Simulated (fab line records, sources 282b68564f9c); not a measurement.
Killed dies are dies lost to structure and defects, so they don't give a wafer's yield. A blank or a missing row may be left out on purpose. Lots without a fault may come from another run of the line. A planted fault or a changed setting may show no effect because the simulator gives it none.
One fault seen from 2 desks | flow rit_cmos | each desk has only its own numbers; what lay behind them comes last

THE TOOL OWNER'S DESK: implanter-03
The tool's own readings at RIT_PSD_IMPLANT_08: means of the sampled wafers that have a number, for each lot that ran on this tool. A lot is out of limits, marked OUT, if its mean lies more than 4 standard deviations from the usual mean; the brackets give that distance.
Columns: A = dose_ions_cm2 at RIT_PSD_IMPLANT_08, usual 5e+15
lot  | first seen here | A
L760 | day 3 17:50     | 5e+15
L763 | day 4 10:25     | 4e+15 (-99) OUT
L766 | day 4 22:58     | 4e+15 (-98) OUT
L781 | day 8 01:07     | 5e+15
This desk's finding: out of limits on L763, L766; first on L763, day 4 10:25 (dose_ions_cm2 at RIT_PSD_IMPLANT_08). In limits: L760, L781.

THE METROLOGY DESK
What the gauges read, lot by lot, whatever tool the lot ran on: means of the sampled wafers that have a number. A lot is out of limits, marked OUT, if its mean lies more than 4 standard deviations from the usual mean; the brackets give that distance.
Columns: A = REOX_OXIDE_THK at RIT_REOX_THK_MEAS_04, usual 25.0 nm; B = PSD_RS at RIT_SDANNEAL_RS_MEAS_04, usual 115.9 ohm/sq; C = PLDD_RS at RIT_SDANNEAL_RS_MEAS_06, usual 178.7 ohm/sq
lot  | first seen here | A    | B                | C
L758 | day 3 04:44     | 25.6 | 115.6            | 178.9
L760 | day 3 09:34     | 25.5 | 116.2            | 178.9
L761 | day 3 15:58     | 25.2 | 115.9            | 178.7
L763 | day 4 01:18     | 25.2 | 117.5 (+4.6) OUT | 178.8
L766 | day 4 13:40     | 24.9 | 117.7 (+5.3) OUT | 179.1
L769 | day 5 04:47     | 25.2 | 116.0            | 178.6
L772 | day 5 20:01     | 24.6 | 115.9            | 179.1
L775 | day 6 06:41     | 24.2 | 115.7            | 179.0
L776 | day 6 16:37     | 24.6 | 116.2            | 178.7
L777 | day 6 19:51     | 25.0 | 116.3            | 179.2
L778 | day 7 00:31     | 24.3 | 115.5            | 177.9
L779 | day 7 05:28     | 24.5 | 116.3            | 179.0
L780 | day 7 12:23     | 25.7 | 115.6            | 178.3
L781 | day 7 16:29     | 25.1 | 115.3            | 178.0
This desk's finding: out of limits on L763, L766; first on L763, day 4 11:13 (PSD_RS at RIT_SDANNEAL_RS_MEAS_04). In limits: L758, L760, L761, L769, L772, L775, L776, L777, L778, L779, L780, L781.

PUT TOGETHER
The tool owner's desk could have raised an alarm at day 4 10:25, on L763, L766.
The metrology desk could have raised an alarm at day 4 11:13, on L763, L766.
Of the lots named, all ran RIT_PSD_IMPLANT_08 on implanter-03.

WHAT THE SIMULATOR HAD PUT IN
Process parameter drift: implanter-03, from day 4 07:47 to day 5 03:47, at RIT_PSD_IMPLANT_08. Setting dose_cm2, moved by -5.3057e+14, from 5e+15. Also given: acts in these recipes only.
Lots struck among those shown: L763, L766.
Hours from the fault's start to each desk's first reading out of limits: the tool owner's desk, 3; the metrology desk, 3.
